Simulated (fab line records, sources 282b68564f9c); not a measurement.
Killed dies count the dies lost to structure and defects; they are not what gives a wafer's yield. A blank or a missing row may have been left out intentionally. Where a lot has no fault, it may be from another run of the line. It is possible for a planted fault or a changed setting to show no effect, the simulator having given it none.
fab line records	flow rit_cmos
record: lots: 6	wafers: 18	last_day: 7
route steps=202 shown ACTIVE@1 M1@202
lots untouched by any fault: they come from a run of this same line in which no faults occurred
start_h: the number of hours between the record's first day and the start of the first shown wafer of the lot	wait_h: how many hours have passed since the lot's step before this one	" as in the row above	L1.1+2: one row covering several wafers at once	- either no value or no given start	* or withheld: withheld	< > ~ a bound
route shown NAME@n: names a module that has steps shown in the file, with the first one's number in the route	usual: the fault-free wafers' mean and standard deviation	same: alike in all rows	chamber/n: place in a boat	sites: the reading at each site	_std_site: standard deviation of those values	_edge_site: outer sites' mean less inner sites'	radius_mm: for every site, how far away it sits from the centre of the wafer	mask NAME#n: copy n	behind: the last tool/chamber to shape the wafer	hold: cause of the lot's hold/its duration in hours/its outcome	device: transistor that didn't switch, given as n, p or np	end of line: the same wafers' tests at the end of the route	for a step that has no rows: nothing shown but its recipe	killed: not the wafer's yield, but the dies lost to structure and defects at the first sort	map: the dies of a wafer, with x for killed, . for not killed, _ for no die there
set.NAME: the setting the step ran with; set.NAME@STEP: the setting that earlier step ran with	model.NAME: the simulator's own value behind a step, which no gauge read
lots at selected steps of the route; one table per step, one row per wafer
services: when a tool's chamber went out of use (start_h, in hours from the record's first day, below 0 if earlier), for how many hours, and the reason
== steps ==
step: RIT_ACTIVE_BOW_MEAS_00
recipe: mode: bow
usual: INCOMING_BOW: 0/5.9
lot.wafer	tool	chamber	start_h	wait_h	INCOMING_BOW[um]
L867.3	film_metro-02	-	15.04	-	6
L867.4	"	-	"	"	-5
L867.6	"	-	"	"	-9
L879.2	film_metro-01	-	75.02	-	8
L879.3	"	-	"	"	-3
L879.5	"	-	"	"	2
L880.2	film_metro-02	-	80.02	-	5
L880.3	"	-	"	"	-5
L880.6	"	-	"	"	3
L886.1	film_metro-02	-	110.00	-	3
L886.2	"	-	"	"	2
L886.5	"	-	"	"	-2
L888.3	film_metro-02	-	120.04	-	2
L888.4	"	-	"	"	-6
L888.5	"	-	"	"	-4
L889.2	film_metro-03	-	125.02	-	1
L889.5	"	-	"	"	5
L889.6	"	-	"	"	-6
step: RIT_ACTIVE_OXIDATION_01
recipe: temp_c: 1000	ambient: O2	target_thk_a: 468	ox_time_s: 3209
step: RIT_ACTIVE_THK_MEAS_02
recipe: reads: SiO2_of_ACTIVE_OXIDATION_01
usual: ACTIVE_OXIDE_THK: 45.4/0.76
lot.wafer	tool	chamber	start_h	wait_h	ACTIVE_OXIDE_THK[nm]
L867.3	film_metro-03	-	17.07	0.0	45.4
L867.4	"	-	"	"	45.1
L867.6	"	-	"	"	45.5
L879.2	film_metro-03	-	77.47	0.0	44.1
L879.3	"	-	"	"	44.1
L879.5	"	-	"	"	44.6
L880.2	film_metro-02	-	82.06	0.0	44.2
L880.3	"	-	"	"	45.5
L880.6	"	-	"	"	44.1
L886.1	film_metro-02	-	112.05	0.0	44.0
L886.2	"	-	"	"	44.8
L886.5	"	-	"	"	44.9
L888.3	film_metro-01	-	122.07	0.0	45.6
L888.4	"	-	"	"	45.5
L888.5	"	-	"	"	45.6
L889.2	film_metro-01	-	127.06	0.0	44.4
L889.5	"	-	"	"	44.5
L889.6	"	-	"	"	44.6
step: RIT_ACTIVE_CVD_03
recipe: material: Si3N4	target_thk_nm: 150	temp_c: 810	precursor: SiH2Cl2/NH3	time_s: 1500	pressure_mtorr: 300	sih2cl2_flow_sccm: 60	nh3_flow_sccm: 150
step: RIT_ACTIVE_THK_MEAS_04
recipe: reads: Si3N4_of_ACTIVE_CVD_03
usual: ACTIVE_NITRIDE_THK: 149.5/1.4
lot.wafer	tool	chamber	start_h	wait_h	ACTIVE_NITRIDE_THK[nm]
L867.3	film_metro-03	-	18.58	0.0	147.8
L867.4	"	-	"	"	148.3
L867.6	"	-	"	"	147.4
L879.2	film_metro-03	-	78.94	0.0	147.9
L879.3	"	-	"	"	148.2
L879.5	"	-	"	"	149.0
L880.2	film_metro-01	-	83.54	0.0	150.9
L880.3	"	-	"	"	151.1
L880.6	"	-	"	"	150.2
L886.1	film_metro-01	-	115.30	0.0	152.8
L886.2	"	-	"	"	150.9
L886.5	"	-	"	"	151.3
L888.3	film_metro-01	-	124.26	0.0	150.0
L888.4	"	-	"	"	151.0
L888.5	"	-	"	"	149.5
L889.2	film_metro-02	-	129.74	0.0	152.3
L889.5	"	-	"	"	151.1
L889.6	"	-	"	"	150.4
step: RIT_ACTIVE_HMDS_05
recipe: prime_time_s: 60	prime_temp_c: 140
step: RIT_ACTIVE_COAT_06
recipe: resist: NOVOLAK	spin_rpm: 3250	resist_thk_nm: 1000
usual: spin_speed_rpm: 3250.6/2.4
lot.wafer	tool	chamber	start_h	wait_h	spin_speed_rpm	model.NOVOLAK_of_ACTIVE_COAT_06.thk_nm
L867.3	litho_track-02	0	18.82	0.1	3248.8	999.9
L867.4	"	0	"	"	3248.5	1004
L867.6	"	0	"	"	3251.9	999.7
L879.2	litho_track-01	0	79.17	0.1	3252.7	998.7
L879.3	"	0	"	"	3247.1	997.5
L879.5	"	0	"	"	3250.2	995.7
L880.2	litho_track-01	0	83.77	0.1	3254.7	1001
L880.3	"	0	"	"	3249.1	1002
L880.6	"	0	"	"	3254.1	1004
L886.1	litho_track-02	0	115.51	0.1	2855.9	1070
L886.2	"	0	"	"	2853.7	1069
L886.5	"	0	"	"	2849.7	1065
L888.3	litho_track-01	0	124.50	0.1	3253.9	1003
L888.4	"	0	"	"	3253.3	1001
L888.5	"	0	"	"	3246.8	998.8
L889.2	litho_track-02	0	129.97	0.1	2851.8	1071
L889.5	"	0	"	"	2850.7	1068
L889.6	"	0	"	"	2854.5	1071
step: RIT_ACTIVE_SOFTBAKE_07
recipe: resist: NOVOLAK	temp_c: 90.56	time_s: 60
step: RIT_ACTIVE_EXPOSE_08
recipe: mask_id: M1	na: 0.6	source_shape: conventional	sigma_outer: 0.6	target_cd_nm: 1400	dose_mj: 225
step: RIT_ACTIVE_PEB_09
recipe: resist: NOVOLAK	temp_c: withheld	time_s: withheld
step: RIT_ACTIVE_DEVELOP_10
recipe: resist: NOVOLAK	develop_time_s: 50	dev_temp_c: 23
step: RIT_ACTIVE_CD_MEAS_11
recipe: target_cd_nm: 1400
usual: cd_nm: 1400.1/1.7
lot.wafer	tool	chamber	start_h	wait_h	cd_nm
L867.3	cd_sem-02	-	19.63	-	1401.3
L867.4	"	-	"	"	1400.4
L867.6	"	-	"	"	1400.4
L879.2	cd_sem-02	-	79.99	-	1398.9
L879.3	"	-	"	"	1399.9
L879.5	"	-	"	"	1400.4
L880.2	cd_sem-01	-	84.58	-	1399.6
L880.3	"	-	"	"	1402.0
L880.6	"	-	"	"	1400.8
L886.1	cd_sem-01	-	116.21	-	1408.3
L886.2	"	-	"	"	1408.0
L886.5	"	-	"	"	1406.3
L888.3	cd_sem-02	-	125.39	-	1399.2
L888.4	"	-	"	"	1397.7
L888.5	"	-	"	"	1398.6
L889.2	cd_sem-02	-	130.80	-	1406.4
L889.5	"	-	"	"	1407.3
L889.6	"	-	"	"	1406.2
step: RIT_ACTIVE_HARDBAKE_12
recipe: resist: NOVOLAK	temp_c: 140	time_s: 60
step: RIT_ACTIVE_ETCH_13
recipe: stop_on: SiO2	chemistry: SF6	target: Si3N4	time_s: 210	over_etch_frac: 0.4	SF6_flow_sccm: 200	pressure_mtorr: 260	rf_w: 125	target_depth_a: 2100
usual: drypump_motor_current_A: 5.8/0.38	oes_product_au: 0.818/0.014	throttle_valve_pct: 7.51/0.13
lot.wafer	tool	chamber	start_h	wait_h	drypump_motor_current_A	oes_product_au	rf_hours_counter_h	throttle_valve_pct	model.NOVOLAK_of_ACTIVE_COAT_06.thk_nm
L867.3	rie_diel-04	3	19.86	0.1	5.5	0.816	7	7.34	649
L867.4	"	0	"	"	5.1	0.828	142	7.46	646.3
L867.6	"	0	"	"	5.1	0.826	-	7.46	641.6
L879.2	rie_diel-01	2	80.24	0.1	6.0	0.805	95	7.54	653.4
L879.3	"	1	"	"	5.6	0.833	153	7.38	643.1
L879.5	"	3	"	"	5.6	0.825	-	7.48	648.8
L880.2	rie_diel-01	0	84.83	0.1	6.7	0.845	0	7.51	663.1
L880.3	"	2	"	"	6.0	0.814	95	7.57	659.7
L880.6	"	1	"	"	5.6	0.835	-	7.36	651.7
L886.1	rie_diel-01	2	116.53	0.1	6.0	0.820	96	7.55	716.7
L886.2	"	0	"	"	6.8	0.841	1	7.52	720.8
L886.5	"	3	"	"	5.6	0.822	-	7.48	710.5
L888.3	rie_diel-01	3	125.70	0.1	5.6	0.827	150	7.49	656.6
L888.4	"	1	"	"	5.6	0.835	154	7.38	649.3
L888.5	"	3	"	"	5.6	0.816	-	7.48	652.8
L889.2	rie_diel-02	2	131.20	0.1	5.7	0.813	6	7.40	719.9
L889.5	"	1	"	"	5.4	0.824	-	7.37	721.5
L889.6	"	0	"	"	6.0	0.818	-	7.70	713.3
step: RIT_ACTIVE_STRIP_14
recipe: chemistry: O2	time_s: 180	resist: NOVOLAK	platen_temp_c: withheld	power_w: 500	pressure_mtorr: 4000	o2_flow_sccm: 4000
usual: drypump_motor_current_A: 5.93/0.24
lot.wafer	tool	chamber	start_h	wait_h	drypump_motor_current_A	rf_hours_counter_h
L867.3	plasma_asher-01	0	20.05	0.1	6.31	-
L867.4	"	1	"	"	5.74	-
L867.6	"	0	"	"	6.31	-
L879.2	plasma_asher-01	1	80.37	0.1	5.74	44
L879.3	"	0	"	"	6.27	-
L879.5	"	1	"	"	5.72	-
L880.2	plasma_asher-01	1	84.97	0.1	5.76	45
L880.3	"	0	"	"	6.31	-
L880.6	"	1	"	"	5.75	-
L886.1	plasma_asher-02	1	116.66	0.1	5.83	47
L886.2	"	0	"	"	5.89	47
L886.5	"	1	"	"	5.83	-
L888.3	plasma_asher-03	0	125.89	0.1	5.61	-
L888.4	"	1	"	"	6.07	-
L888.5	"	0	"	"	5.61	-
L889.2	plasma_asher-02	1	131.33	0.1	5.83	49
L889.5	"	1	"	"	5.84	-
L889.6	"	0	"	"	5.87	-
step: RIT_M1_PROBE_99
usual: killed_at_contacts: 0.1/0.31	killed_at_front_end: 7/3.3	killed_dies: 7/3.3	killed_open: 3.4/2.2	killed_short: 3.5/2
same: gross_dies: 264	killed_at_M0_to_M3: 0	killed_at_M4_up: 0	killed_at_back_side: 0	killed_at_other: 0
lot.wafer	tool	chamber	start_h	wait_h	killed_at_contacts	killed_at_front_end	killed_dies	killed_open	killed_short
L879.2	prober-02	-	126.94	0.1	0	14	14	8	6
L879.3	prober-02	-	126.99	0.2	0	5	5	3	2
L879.5	prober-02	-	127.09	0.2	0	5	5	3	2
L880.2	prober-01	-	132.46	0.1	1	3	4	1	3
L880.3	prober-01	-	132.51	0.2	0	4	4	2	2
L880.6	prober-01	-	132.66	0.2	0	0	0	0	0
killed by level:class
L879.2 FOX2:geometric_particle:open=4 GATE:geometric_particle:short=3 GATE:geometric_particle:open=2 REOX:geometric_particle:short=2 FOX1:geometric_particle:open=1 SPACER:geometric_particle:open=1 SILICIDE:geometric_particle:short=1
L879.3 SPACER:geometric_particle:open=2 GATE:geometric_particle:short=1 SPACER:geometric_particle:short=1 SILICIDE:geometric_particle:open=1
L879.5 REOX:geometric_particle:open=2 GATE:geometric_particle:short=1 SPACER:geometric_particle:open=1 SPACER:geometric_particle:short=1
L880.2 GATE:geometric_particle:short=1 SPACER:geometric_particle:open=1 SPACER:geometric_particle:short=1 CONTACT:geometric_particle:short=1
L880.3 FOX1:geometric_particle:open=1 GATE:geometric_particle:short=1 GATE:geometric_particle:open=1 REOX:geometric_particle:short=1
== services ==
tool	chamber	start_h	hours	kind
rie_diel-01	0	-0.90	16.0	repair
plasma_asher-02	-	14.94	0.9	repair
rie_diel-02	2	21.25	3.2	repair
plasma_asher-03	-	37.01	14.6	pm
plasma_asher-01	-	46.03	5.1	repair
plasma_asher-02	-	51.44	2.8	pm
rie_diel-01	0	53.63	-	clean
rie_diel-01	0	53.63	18.6	scheduled_down
rie_diel-01	0	53.63	18.6	vent_cycle
rie_diel-04	-	59.02	0.9	repair
rie_diel-02	0	73.39	13.9	repair
rie_diel-01	0	89.70	8.6	repair
rie_diel-04	0	93.81	9.9	repair
rie_diel-04	1	96.48	6.6	repair
plasma_asher-01	-	105.73	12.0	repair
rie_diel-04	-	107.45	0.5	repair
plasma_asher-01	-	117.71	9.0	pm
plasma_asher-01	0	117.71	9.0	vent_cycle
plasma_asher-01	1	117.71	9.0	vent_cycle
plasma_asher-01	0	126.71	-	clean
plasma_asher-01	1	126.71	-	clean
rie_diel-01	1	130.41	-	clean
rie_diel-01	1	130.41	15.5	scheduled_down
rie_diel-01	1	130.41	15.5	vent_cycle
== key ==
first_sign: step: RIT_ACTIVE_COAT_06	reading: spin_speed_rpm	direction: down	sigmas: 99+	usual: 3250.6	struck: 2852.7
effect: step: RIT_ACTIVE_CD_MEAS_11	reading: cd_nm	direction: up	sigmas: 4	usual: 1400.1	struck: 1407.1
model_effect: step: RIT_ACTIVE_COAT_06	value: NOVOLAK_of_ACTIVE_COAT_06.thk_nm	without: 1002	struck: 1069
model_effect: step: RIT_ACTIVE_ETCH_13	value: NOVOLAK_of_ACTIVE_COAT_06.thk_nm	without: 658.2	struck: 717.1
met_at RIT_ACTIVE_COAT_06
struck_wafers L886.1,L886.2,L886.5,L889.2,L889.5,L889.6
tester_left_out L886,L889
onset_between 18.82 115.51
fault: kind: process_parameter_drift	tool: litho_track-02	chamber: -	onset_h: 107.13	steps: RIT_ACTIVE_COAT_06	channel: spin_rpm	offset: -396.56	shape: step	end_h: 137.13	acts_in: these_recipes_only	stated: 3250
tester_left_out: of these lots the tester's yield and bins aren't shown, on N5 and GAA mostly nor the transistor test; their killed dies are dies lost to structure and defects alone, not to doping, threshold or leakage, so they don't give the yield
